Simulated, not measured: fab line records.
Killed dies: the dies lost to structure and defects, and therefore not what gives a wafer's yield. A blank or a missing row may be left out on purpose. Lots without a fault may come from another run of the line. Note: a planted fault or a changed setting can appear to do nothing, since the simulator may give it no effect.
Split-lot trial / flow rit_cmos / route with 202 steps; 5 lots, 23 wafers read

ON THE SPLIT
At RIT_M1_SPUTTER_00 (material Al, target thk 400 nm, time 500 s), the setting time_s was moved away from the recipe's 500 s on 8 of the 23 wafers read, by -11.8% to +4.4%. This setting was run at the recipe's value on the other wafers.

FROM THE SPLIT TO THE READING: what the file shows between them, 7 steps
- RIT_M1_RS_MEAS_01: measures by four-point-probe
- RIT_M1_THK_MEAS_02: measures by xrf
- RIT_M1_EXPOSE_06: exposes mask M12, target cd 2600 nm (also split here: dose_mj)
- RIT_M1_PEB_07
- RIT_M1_DEVELOP_08: develop time 68 s
- RIT_M1_CD_MEAS_09: target cd 2600 nm
- RIT_M1_HARDBAKE_11: time 120 s

THE READING
oes_product_au, in a.u., at RIT_M1_METAL_ETCH_12 (etches Al in Cl2/BCl3, stops on SiO2, time 165 s, target depth 600 nm). Fault-free wafers of this fab line usually give 0.773 a.u., standard deviation 0.014 a.u.

wafer=L075.2; tool, chamber at the split=pvd_sputter-02, -; time_s as run, s=500; against the recipe=recipe; oes_product_au, a.u.=0.787; against lot-mates on the recipe=-
wafer=L075.3; tool, chamber at the split=pvd_sputter-02, -; time_s as run, s=440.8; against the recipe=-11.8%; oes_product_au, a.u.=0.718; against lot-mates on the recipe=-0.066
wafer=L075.4; tool, chamber at the split=pvd_sputter-02, -; time_s as run, s=440.8; against the recipe=-11.8%; oes_product_au, a.u.=0.731; against lot-mates on the recipe=-0.053
wafer=L075.5; tool, chamber at the split=pvd_sputter-02, -; time_s as run, s=440.8; against the recipe=-11.8%; oes_product_au, a.u.=0.723; against lot-mates on the recipe=-0.061
wafer=L075.6; tool, chamber at the split=pvd_sputter-02, -; time_s as run, s=500; against the recipe=recipe; oes_product_au, a.u.=0.781; against lot-mates on the recipe=-
wafer=L076.1; tool, chamber at the split=pvd_sputter-04, -; time_s as run, s=500; against the recipe=recipe; oes_product_au, a.u.=0.749; against lot-mates on the recipe=-
wafer=L076.2; tool, chamber at the split=pvd_sputter-04, -; time_s as run, s=500; against the recipe=recipe; oes_product_au, a.u.=0.771; against lot-mates on the recipe=-
wafer=L076.3; tool, chamber at the split=pvd_sputter-04, -; time_s as run, s=500; against the recipe=recipe; oes_product_au, a.u.=0.753; against lot-mates on the recipe=-
wafer=L076.4; tool, chamber at the split=pvd_sputter-04, -; time_s as run, s=500; against the recipe=recipe; oes_product_au, a.u.=0.771; against lot-mates on the recipe=-
wafer=L076.5; tool, chamber at the split=pvd_sputter-04, -; time_s as run, s=500; against the recipe=recipe; oes_product_au, a.u.=0.769; against lot-mates on the recipe=-
wafer=L078.1; tool, chamber at the split=pvd_sputter-04, -; time_s as run, s=500; against the recipe=recipe; oes_product_au, a.u.=0.771; against lot-mates on the recipe=-
wafer=L078.2; tool, chamber at the split=pvd_sputter-04, -; time_s as run, s=522.1; against the recipe=+4.4%; oes_product_au, a.u.=0.768; against lot-mates on the recipe=-0.005
wafer=L078.4; tool, chamber at the split=pvd_sputter-04, -; time_s as run, s=522.1; against the recipe=+4.4%; oes_product_au, a.u.=0.795; against lot-mates on the recipe=+0.022
wafer=L078.5; tool, chamber at the split=pvd_sputter-04, -; time_s as run, s=500; against the recipe=recipe; oes_product_au, a.u.=0.775; against lot-mates on the recipe=-
wafer=L078.6; tool, chamber at the split=pvd_sputter-04, -; time_s as run, s=522.1; against the recipe=+4.4%; oes_product_au, a.u.=0.776; against lot-mates on the recipe=+0.003
wafer=L083.2; tool, chamber at the split=pvd_sputter-01, -; time_s as run, s=500; against the recipe=recipe; oes_product_au, a.u.=0.783; against lot-mates on the recipe=-
wafer=L083.4; tool, chamber at the split=pvd_sputter-01, -; time_s as run, s=500; against the recipe=recipe; oes_product_au, a.u.=0.779; against lot-mates on the recipe=-
wafer=L083.6; tool, chamber at the split=pvd_sputter-01, -; time_s as run, s=500; against the recipe=recipe; oes_product_au, a.u.=0.785; against lot-mates on the recipe=-
wafer=L084.1; tool, chamber at the split=pvd_sputter-04, -; time_s as run, s=500; against the recipe=recipe; oes_product_au, a.u.=0.758; against lot-mates on the recipe=-
wafer=L084.2; tool, chamber at the split=pvd_sputter-04, -; time_s as run, s=452.4; against the recipe=-9.5%; oes_product_au, a.u.=0.739; against lot-mates on the recipe=-0.023
wafer=L084.3; tool, chamber at the split=pvd_sputter-04, -; time_s as run, s=500; against the recipe=recipe; oes_product_au, a.u.=0.774; against lot-mates on the recipe=-
wafer=L084.4; tool, chamber at the split=pvd_sputter-04, -; time_s as run, s=452.4; against the recipe=-9.5%; oes_product_au, a.u.=0.721; against lot-mates on the recipe=-0.041
wafer=L084.5; tool, chamber at the split=pvd_sputter-04, -; time_s as run, s=500; against the recipe=recipe; oes_product_au, a.u.=0.755; against lot-mates on the recipe=-

FIT RESULTS
A straight line over all 23 wafers: oes_product_au changes by +0.00376 a.u. for each +1% of time_s; r = +0.86; the points scatter about the line by 0.012 a.u.
The same after taking each lot's own level away (the mean of its wafers on the recipe; 23 wafers): +0.00415 a.u. for each +1%; r = +0.91; scatter 0.01 a.u.
According to that fit, moving time_s by its largest amount changes the reading by 0.049 a.u.
Across the lots, their own levels run from 0.7623 to 0.7840 a.u., a range of 1.5 times the standard deviation given above.
So the lot-to-lot level changes the slope little: the two slopes agree.
Check: with one of the wafers moved furthest among these (-11.8%) left out of the fit, the line predicts -0.0474 a.u. for it against its lot-mates. Against them it came out at -0.066 a.u.

FURTHER SPLITS ON THESE WAFERS
Note: prior to the reading, these wafers also went through further splits. Each is held against what the fit with the lots' levels taken away leaves over:
other split on the same wafers=RIT_REOX_OXIDATION_03 temp_c; wafers away from the commonest value=18; r with oes_product_au (lot level and that fit taken away)=-0.16
other split on the same wafers=RIT_PLDD_COAT_01 resist_thk_nm; wafers away from the commonest value=5; r with oes_product_au (lot level and that fit taken away)=-0.08
other split on the same wafers=RIT_PLDD_DEVELOP_05 develop_time_s; wafers away from the commonest value=8; r with oes_product_au (lot level and that fit taken away)=+0.18
other split on the same wafers=RIT_SPACER_ETCHBACK_05 time_s; wafers away from the commonest value=12; r with oes_product_au (lot level and that fit taken away)=+0.13
other split on the same wafers=RIT_CONTACT_CVD_00 time_s; wafers away from the commonest value=8; r with oes_product_au (lot level and that fit taken away)=-0.38
other split on the same wafers=RIT_M1_EXPOSE_06 dose_mj; wafers away from the commonest value=4; r with oes_product_au (lot level and that fit taken away)=+0.51

THE WHOLE CHAIN: every reading that the file lists as answering this split, in the file's order
step=RIT_M1_SPUTTER_00; what it does=material Al, target thk 400 nm, time 500 s; reading=Al_of_M1_SPUTTER_00.thk_nm (the simulator's own value, which no gauge read); change (the file's fit)=+3.89 nm for each +1% of the setting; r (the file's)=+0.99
step=RIT_M1_RS_MEAS_01; what it does=measures by four-point-probe; reading=M1_AL_RS; change (the file's fit)=-0.000807 for each +1% of the setting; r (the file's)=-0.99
step=RIT_M1_THK_MEAS_02; what it does=measures by xrf; reading=M1_AL_THK; change (the file's fit)=+3.75 for each +1% of the setting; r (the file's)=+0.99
step=RIT_M1_METAL_ETCH_12; what it does=etches Al in Cl2/BCl3, stops on SiO2, time 165 s, target depth 600 nm; reading=oes_product_au; change (the file's fit)=+0.00419 a.u. for each +1% of the setting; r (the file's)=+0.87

FILE'S OWN FIT
oes_product_au changes by +0.00419 a.u. for each +1% of time_s, r = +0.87.
